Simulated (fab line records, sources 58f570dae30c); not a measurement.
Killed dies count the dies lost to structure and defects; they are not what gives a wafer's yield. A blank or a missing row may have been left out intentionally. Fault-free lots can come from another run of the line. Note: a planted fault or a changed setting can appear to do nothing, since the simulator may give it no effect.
8D (eight disciplines) problem report, filled in by code :: flow berkeley_cmos170 :: the parts of the form that need people (team, actions taken, sign-off) are left out

1. THE ISSUE
Wafers free of any fault read 510 (standard deviation 3.4) for PVT_TW at UCB170_PVT_TW_MEAS_09, against a mean of 1054 on 6 wafers of 2 lots. That is +99 or more standard deviations from the usual mean.
First observed at day 8 06:13: wafer L897.3, on film_metro-03. At this step, 42 wafers from 14 lots have a number in the record. By rule, "out" or "out of limits" means more than 4 standard deviations away from the usual mean. Any other wafer with a number is counted as sound.

2. WHAT IT IS AND WHAT IT IS NOT
question: which readings at this step
is: PVT_TW
is not: -

question: which lots
is: L897, L900
is not: L887, L888, L889, L890, L891, L904, L905, L906, L907, L908, L909, L910

question: which wafers of those lots
is: all that have a number
is not: -

question: read on which gauges
is: film_metro-02, film_metro-03
is not: film_metro-04

question: when
is: from day 8 06:13
is not: up to then (15 sound wafers); but 21 sound wafers of L904, L905, L906, L907, L908, L909, L910 came after

3. WHAT RULES OUT EACH SUSPECT
Counting: a tool stays on the suspect list if, at a process step up to the reading, it processed all lots that are out and no sound lot following the first of them.
- the gauge at UCB170_PVT_TW_MEAS_09 is ruled out. The wafers that are out were read on 2 gauges (film_metro-02, film_metro-03).
- implanter-04 at UCB170_PVT_IMPLANT_07: ruled out as a lasting fault. Following L897 (day 8 05:55), the first lot on it that is out, the sound lots L909 were run on it.
Left after counting: nothing in the record.

4. THE CAUSE (what the simulator had put in)
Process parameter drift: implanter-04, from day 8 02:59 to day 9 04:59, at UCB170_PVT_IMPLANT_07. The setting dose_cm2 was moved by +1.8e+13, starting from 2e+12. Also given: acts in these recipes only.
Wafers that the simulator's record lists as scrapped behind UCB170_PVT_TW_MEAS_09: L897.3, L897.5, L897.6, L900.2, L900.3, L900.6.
Counting ruled it out, wrongly: the rule takes a fault to strike every lot that its tool runs from its start on, and this one did not.

5. THE CHAIN OF EFFECTS, in route order
Each row: a reading where the mean over the struck wafers with a number is more than 3 standard deviations away from the usual. Only readings for which the record gives a usual standard deviation are gone through. hours: the time from each lot's start at the first step in this table that gives one to its start at this step, as a median over the lots. sigmas: the change in usual standard deviations.
hours: 0
step: UCB170_PVT_IMPLANT_07
reading: dose_ions_cm2
usual: 2e+12
on struck wafers: 2e+13
change: +2e+13
sigmas: +99 or more

hours: 0
step: UCB170_PVT_IMPLANT_07
reading: faraday_current_uA
usual: 6.35
on struck wafers: 63.04
change: +56.69
sigmas: +99 or more

hours: 0
step: UCB170_PVT_TW_MEAS_09
reading: PVT_TW
usual: 510
on struck wafers: 1054
change: +544
sigmas: +99 or more
The process steps in it:
- UCB170_PVT_IMPLANT_07

6. HOW IT WOULD HAVE BEEN CAUGHT EARLIER
The first out-of-limits reading at a measuring or inspecting step in this record came at day 8 06:13, 3 hours after the fault's start at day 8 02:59.
Tool's own readings at UCB170_PVT_IMPLANT_07, dose_ions_cm2, faraday_current_uA: out on all struck wafers the step has rows for; an alarm limit on them would have tripped on the first.
